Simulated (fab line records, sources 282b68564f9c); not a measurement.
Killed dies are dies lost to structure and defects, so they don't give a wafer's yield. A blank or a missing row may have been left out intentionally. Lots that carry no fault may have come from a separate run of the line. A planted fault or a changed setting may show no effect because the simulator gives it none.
Lot-split experiment    flow rit-cmos    23 wafers read from 5 lots, route of 202 steps

## THE SPLIT
At RIT_PLDD_COAT_01 (resist thk 1000 nm), the setting spin-rpm was moved away from the recipe's 3250 rpm on 12 of the 23 wafers read, by +4.1% to +6.5%. All remaining wafers had this setting at the recipe value.

## FROM THE SPLIT TO THE READING: what the file shows between them, 3 steps
- RIT_PLDD_SOFTBAKE_02: time 60 s
- RIT_PLDD_EXPOSE_03: exposes mask M8, target cd 40900 nm
- RIT_PLDD_DEVELOP_05: develop time 50 s

## THE READING
NOVOLAK_of_PLDD_COAT_01.thk-nm (the simulator's own value, which no gauge read), in nm, at RIT_PLDD_HARDBAKE_07 (time 60 s). The file gives no usual value for it. Across the 11 wafers here that went through the recipe, the average is 883.2 nm and the standard deviation 1.5 nm.

wafer   tool, chamber at the split  spin-rpm as run, rpm  against the recipe  NOVOLAK_of_PLDD_COAT_01.thk-nm, nm  against lot-mates on the recipe
L074.1  litho-track-01, 0           3250                  recipe              883.3                               -
L074.2  litho-track-01, 0           3441                  +5.9%               853.3                               -29.7
L074.3  litho-track-01, 0           3441                  +5.9%               858.4                               -24.6
L074.4  litho-track-01, 0           3250                  recipe              882.6                               -
L074.5  litho-track-01, 0           3441                  +5.9%               856.1                               -26.9
L077.1  litho-track-02, 0           3461                  +6.5%               856.9                               -25.2
L077.6  litho-track-02, 0           3461                  +6.5%               856.9                               -25.2
L077.2  litho-track-02, 0           3250                  recipe              882                                 -
L077.3  litho-track-02, 0           3461                  +6.5%               857.6                               -24.5
L077.4  litho-track-02, 0           3250                  recipe              882.2                               -
L078.1  litho-track-02, 0           3446                  +6.0%               858.5                               -25.2
L078.3  litho-track-02, 0           3446                  +6.0%               859.1                               -24.6
L078.4  litho-track-02, 0           3250                  recipe              883                                 -
L078.5  litho-track-02, 0           3446                  +6.0%               861.8                               -22.0
L078.6  litho-track-02, 0           3250                  recipe              884.5                               -
L082.1  litho-track-01, 0           3250                  recipe              885                                 -
L082.4  litho-track-01, 0           3250                  recipe              885.5                               -
L082.6  litho-track-01, 0           3250                  recipe              884.6                               -
L083.1  litho-track-02, 0           3250                  recipe              880.8                               -
L083.3  litho-track-02, 0           3250                  recipe              881.5                               -
L083.4  litho-track-02, 0           3382                  +4.1%               864.6                               -16.5
L083.5  litho-track-02, 0           3382                  +4.1%               863.5                               -17.6
L083.6  litho-track-02, 0           3382                  +4.1%               865                                 -16.1

THE FIT
A straight line over all 23 wafers: NOVOLAK_of_PLDD_COAT_01.thk-nm changes by -4.19 nm for each +1% of spin-rpm; r = -0.99; the points scatter about the line by 2.1 nm.
The same after taking each lot's own level away (the mean of its wafers on the recipe; 23 wafers): -4.11 nm for each +1%; r = -0.99; scatter 1.7 nm.
That fit puts the effect of the largest move of spin-rpm on the reading at 27 nm.
From 881.15 to 885.03 nm: that is the span of the lots' own levels, equal to 2.6 times the standard deviation above.
So the lot-to-lot level changes the slope little: the two slopes agree.
Check: -26.9 nm against its lot-mates is what the line predicts for one of the wafers moved furthest among these (+6.5%) when that wafer is left out of the fit. Against them it came out at -25.2 nm.

## ADDITIONAL SPLITS CARRIED BY THESE WAFERS
Note: prior to the reading, these wafers also went through further splits. Each is held against what the fit with the lots' levels taken away leaves over:
other split on the same wafers     wafers away from the commonest value  r with NOVOLAK_of_PLDD_COAT_01.thk-nm (lot level and that fit taken away)
RIT_ACTIVE_OXIDATION_01 ox-time-s  18                                    +0.21
RIT_ACTIVE_EXPOSE_08 dose-mj       7                                     -0.14
RIT_ACTIVE_ETCH_13 over-etch-frac  6                                     -0.04
RIT_NRETRO_COAT_01 spin-rpm        10                                    -0.08
RIT_PRETRO_COAT_01 spin-rpm        11                                    -0.24
RIT_NLDD_COAT_01 resist-thk-nm     8                                     +0.03

## THE WHOLE CHAIN: every reading that the file lists as answering this split, in the file's order
step                  what it does        reading                                                                          change (the file's fit)               r (the file's)
RIT_PLDD_COAT_01      resist thk 1000 nm  NOVOLAK_of_PLDD_COAT_01.thk-nm (the simulator's own value, which no gauge read)  -4.7 nm for each +1% of the setting   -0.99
RIT_PLDD_HARDBAKE_07  time 60 s           NOVOLAK_of_PLDD_COAT_01.thk-nm (the simulator's own value, which no gauge read)  -4.11 nm for each +1% of the setting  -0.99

## FILE'S OWN FIT
NOVOLAK_of_PLDD_COAT_01.thk-nm changes by -4.11 nm for each +1% of spin-rpm, r = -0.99.
